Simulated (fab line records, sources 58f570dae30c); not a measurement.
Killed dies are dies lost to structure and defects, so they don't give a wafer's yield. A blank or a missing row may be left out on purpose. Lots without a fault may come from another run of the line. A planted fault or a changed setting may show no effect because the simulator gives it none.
Chamber matching | flow berkeley_cmos170 | UCB170_SPACER_ETCHBACK_03 on rie_diel-04: 4 sister chambers
The step etches SiO2 in CHF3/CF4/Ar, stops on Si, target depth 376 nm, time 100 s. 14 wafers are shown with their chamber, then 6 later ones without.

WAFERS WITH THEIR CHAMBER
wafer  | chamber | drypump_motor_current_A (A) | throttle_valve_pct (%) | oes_product_au (a.u.)
L639.1 | 1       | 6.4                         | 6.53                   | 0.880
L639.3 | 3       | 5.3                         | 6.30                   | 0.906
L639.6 | 3       | 5.3                         | 6.31                   | 0.900
L642.1 | 0       | 6.0                         | 6.52                   | 0.889
L642.3 | 1       | 6.3                         | 6.53                   | 0.888
L642.4 | 3       | 5.3                         | 6.30                   | 0.909
L647.1 | 3       | 5.3                         | 6.30                   | 0.915
L647.3 | 2       | 6.2                         | 6.49                   | 0.917
L647.4 | 0       | 6.0                         | 6.54                   | 0.884
L645.1 | 2       | 6.3                         | 6.50                   | 0.916
L645.3 | 3       | 5.3                         | 6.28                   | 0.902
L645.5 | 3       | 5.3                         | 6.30                   | 0.911
L648.3 | 2       | 6.3                         | 6.50                   | 0.913
L648.4 | 3       | 5.3                         | 6.32                   | 0.910

SIGNATURES (means of the wafers above)
reading                 | chamber 0 | chamber 1 | chamber 2 | chamber 3 | scatter within a chamber
drypump_motor_current_A | 6.000     | 6.350     | 6.267     | 5.300     | 0.0342
throttle_valve_pct      | 6.5300    | 6.5300    | 6.4967    | 6.3014    | 0.0107
oes_product_au          | 0.88650   | 0.88400   | 0.91533   | 0.90757   | 0.00468
Rule: a wafer's distance from a chamber is the root of the sum, over the readings, of the square of ((its reading less the chamber's mean) divided by the reading's scatter). The wafer belongs to the nearest chamber; if the next one is less than 2 further off, it can't be placed. The scatter: the root of (the sum of the squares of (reading less its chamber's mean) over the shown wafers, divided by (wafers less chambers)).

WAFERS WITHOUT THEIR CHAMBER
wafer  | drypump_motor_current_A (A) | throttle_valve_pct (%) | oes_product_au (a.u.)
L648.6 | 6.3                         | 6.48                   | 0.914
L649.2 | 6.4                         | 6.51                   | 0.872
L649.5 | 6.4                         | 6.53                   | 0.884
L656.1 | 5.9                         | 6.54                   | 0.875
L656.4 | 5.3                         | 6.31                   | 0.900
L656.5 | 6.4                         | 6.52                   | 0.900

WHICH CHAMBER EACH WENT THROUGH
wafer  | from the rows above     | in truth
L648.6 | 2                       | 2
L649.2 | 1                       | 1
L649.5 | 1                       | 1
L656.1 | 0                       | 0
L656.4 | 3                       | 3
L656.5 | can't be placed: 1 or 2 | 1
Placed correctly: 5 of 6. Can't be placed from these rows: 1 (the true chamber is among the candidates in 1). Placed wrongly: 0.
